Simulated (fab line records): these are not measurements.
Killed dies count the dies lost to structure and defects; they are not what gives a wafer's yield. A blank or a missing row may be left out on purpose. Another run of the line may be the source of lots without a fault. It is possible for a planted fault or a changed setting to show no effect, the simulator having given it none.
Chamber matching :: flow berkeley_cmos170 :: 4 sister chambers for UCB170_V1_CMP_02 on cmp-01
The step polishes SiO2. 16 wafers are shown with their chamber, then 8 later ones without.

## EACH WAFER AND ITS CHAMBER
wafer: L211.1
chamber: 1
motor_current_A (A): 15.9

wafer: L211.4
chamber: 0
motor_current_A (A): 17.9

wafer: L211.6
chamber: 3
motor_current_A (A): 16.2

wafer: L214.1
chamber: 1
motor_current_A (A): 15.3

wafer: L214.4
chamber: 2
motor_current_A (A): 13.8

wafer: L214.6
chamber: 2
motor_current_A (A): 14.1

wafer: L216.2
chamber: 2
motor_current_A (A): 13.2

wafer: L216.5
chamber: 2
motor_current_A (A): 13.9

wafer: L216.6
chamber: 1
motor_current_A (A): 15.7

wafer: L220.1
chamber: 2
motor_current_A (A): 14.2

wafer: L220.4
chamber: 3
motor_current_A (A): 15.7

wafer: L220.6
chamber: 1
motor_current_A (A): 15.8

wafer: L228.2
chamber: 3
motor_current_A (A): 15.0

wafer: L228.3
chamber: 2
motor_current_A (A): 14.2

wafer: L228.4
chamber: 0
motor_current_A (A): 18.0

wafer: L229.2
chamber: 0
motor_current_A (A): 17.7

SIGNATURES (averages over the wafers above)
reading: motor_current_A
chamber 0: 17.867
chamber 1: 15.675
chamber 2: 13.900
chamber 3: 15.633
scatter within a chamber: 0.376
Rule: for each reading, subtract the chamber's mean from the wafer's reading, divide by that reading's scatter and square the result; add these up over the readings and take the root, which gives the wafer's distance from the chamber. The wafer belongs to the nearest chamber; if the next one is less than 2 further off, it can't be placed. How the scatter is found: for the shown wafers, subtract from each reading the mean of its chamber, square and add these, divide the total by (wafers less chambers), then take the root.

## WAFERS WHOSE CHAMBER IS MISSING
wafer: L229.4
motor_current_A (A): 15.6

wafer: L229.5
motor_current_A (A): 13.9

wafer: L232.3
motor_current_A (A): 17.5

wafer: L232.5
motor_current_A (A): 15.5

wafer: L232.6
motor_current_A (A): 13.5

wafer: L233.1
motor_current_A (A): 15.4

wafer: L233.5
motor_current_A (A): 13.7

wafer: L233.6
motor_current_A (A): 14.9

## EACH ONE'S CHAMBER
wafer: L229.4
from the rows above: can't be placed: 3 or 1
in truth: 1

wafer: L229.5
from the rows above: 2
in truth: 2

wafer: L232.3
from the rows above: 0
in truth: 0

wafer: L232.5
from the rows above: can't be placed: 3 or 1
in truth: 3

wafer: L232.6
from the rows above: 2
in truth: 2

wafer: L233.1
from the rows above: can't be placed: 3 or 1
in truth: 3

wafer: L233.5
from the rows above: 2
in truth: 2

wafer: L233.6
from the rows above: can't be placed: 3 or 1 or 2
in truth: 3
4 of 8 placed correctly. Unplaceable from these rows: 4, with the true chamber sitting among the candidates in 4. Placed wrongly: 0.
